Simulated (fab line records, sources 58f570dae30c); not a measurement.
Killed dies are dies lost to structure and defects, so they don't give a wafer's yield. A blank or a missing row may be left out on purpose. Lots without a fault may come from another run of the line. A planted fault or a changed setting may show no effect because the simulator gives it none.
A struck lot beside a sound one | flow berkeley_cmos170 | 21 steps out of a route of 331
Sound: wafers L910.1, L910.3, L910.4. Struck: wafers L927.4, L927.5, L927.6. The cause comes at the end.
At each step with rows: each side's tool, then ch and its chambers, then its first start. Under that, the readings that differ: sound wafers | struck wafers | difference of the means | sigmas: that difference in standard deviations of wafers without a fault.
alike: readings whose means differ by less than 2 such deviations, and words and numbers that are the same on both sides. not compared: withheld readings, readings that some wafer has no value for, bounds like >300 that may hide the same value, and numbers for which the record gives no deviation and whose values overlap.
The two part at a step that has a row with sigmas, a row that says differs or no value, or rows on one side only. Numbers that don't overlap but have no deviation are shown without sigmas and don't part them. A reading that every wafer of one side lacks parts them only if that side has two wafers or more.

first, 1 step without rows for these wafers: UCB170_M3_PRE_CLEAN_00 (preclean etch time 60 s).
UCB170_M3_SPUTTER_01: material Al, target thk 900 nm, time 120 s.
  sound on pvd_sputter-03, day 9 07:13; struck on pvd_sputter-02, day 12 10:11
  alike: throttle_valve_pct
UCB170_M3_RS_MEAS_02: measures by four-point-probe.
  sound on film_metro-04, day 9 07:17; struck on film_metro-02, day 12 10:19
  alike: M3_AL_RS
UCB170_M3_THK_MEAS_03: measures by xrf.
  sound on film_metro-04, day 9 07:25; struck on film_metro-02, day 12 10:25
  alike: M3_AL_THK
then, 3 steps without rows for these wafers: UCB170_M3_HMDS_04 (prime time 60 s); UCB170_M3_COAT_05 (resist thk 900 nm); UCB170_M3_SOFTBAKE_06 (time 60 s).
UCB170_M3_STRIP_07: strips in O2.
  sound on plasma_asher-02 ch 0,1, day 9 09:02; struck on plasma_asher-03 ch 0,1, day 12 10:55
  alike: drypump_motor_current_A, oes_product_au, strip_time_to_endpoint_s
  not compared: rf_hours_counter_h
then, 4 steps without rows for these wafers: UCB170_M3_STRIP_08 (strips KrF in DMSO, time 600 s); UCB170_M3_COAT_09; UCB170_M3_COAT_10 (resist thk 900 nm); UCB170_M3_SOFTBAKE_11 (time 60 s).
UCB170_M3_EXPOSE_12: exposes mask METAL3, target cd 700 nm.
  sound on krf_scanner-01 ch 0, day 9 10:19; struck on krf_scanner-01 ch 0, day 12 13:45
  reading              | sound             | struck            | difference | sigmas
  exposure_dose_mJ_cm2 | 26.34 26.41 26.43 | 27.63 27.64 27.62 | +1.24      | +6
  alike: mask
then, 2 steps without rows for these wafers: UCB170_M3_PEB_13; UCB170_M3_DEVELOP_14 (develop time 45 s).
UCB170_M3_CD_MEAS_15: target cd 700 nm.
  sound on cd_sem-01, day 9 10:43; struck on cd_sem-01, day 12 14:41
  reading    | sound             | struck            | difference | sigmas
  cd_nm (nm) | 701.1 701.0 700.8 | 692.2 691.5 690.9 | -9.4       | -6
  not compared: hold
UCB170_M3_OVL_MEAS_16:
  sound on overlay-01, day 9 10:50; struck on overlay-01, day 12 20:02
  reading | sound | struck                                                                     | difference                   | sigmas
  hold    | - - - | await_dispo/5.3h/release await_dispo/5.3h/release await_dispo/5.3h/release | no value on the sound wafers |
  alike: M3_OVL
UCB170_M3_ETCH_17: etches BARC in N2/H2.
  sound on rie_diel-02 ch 0,1,3, day 9 10:52; struck on rie_diel-03 ch 0,1,3, day 12 20:03
  reading             | sound             | struck            | difference | sigmas
  model.M3.cd_nm (nm) | 702.2 701.1 700.3 | 691.9 691.5 691.9 | -9.4       |
  alike: drypump_motor_current_A, oes_product_au, throttle_valve_pct
UCB170_M3_METAL_ETCH_18: etches Al in Cl2/BCl3, stops on SiO2, target depth 1170 nm, time 195 s.
  sound on rie_metal-04 ch 0,1, day 9 10:55; struck on rie_metal-04 ch 0,1, day 12 20:10
  reading             | sound             | struck          | difference | sigmas
  model.M3.cd_nm (nm) | 704.2 702.4 700.2 | 692.8 692.3 699 | -7.6       |
  alike: bcl3_flow_sccm, drypump_motor_current_A, oes_product_au, throttle_valve_pct
  not compared: rf_hours_counter_h
UCB170_M3_STRIP_19: strips in O2.
  sound on plasma_asher-03 ch 0,1, day 9 11:05; struck on plasma_asher-03 ch 0,1, day 12 20:19
  alike: drypump_motor_current_A, oes_product_au
  not compared: rf_hours_counter_h
UCB170_M3_PROBE_99:
  the record has rows for the struck wafers here (prober-02, day 12 20:46) and none for the sound ones

WHERE THEY PART
First at UCB170_M3_EXPOSE_12; last, within this record, at UCB170_M3_PROBE_99.

WHY: what the simulator had put in
Process parameter drift: krf_scanner-01, from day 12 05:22 on, at UCB170_M3_EXPOSE_12. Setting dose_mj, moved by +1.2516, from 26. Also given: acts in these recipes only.
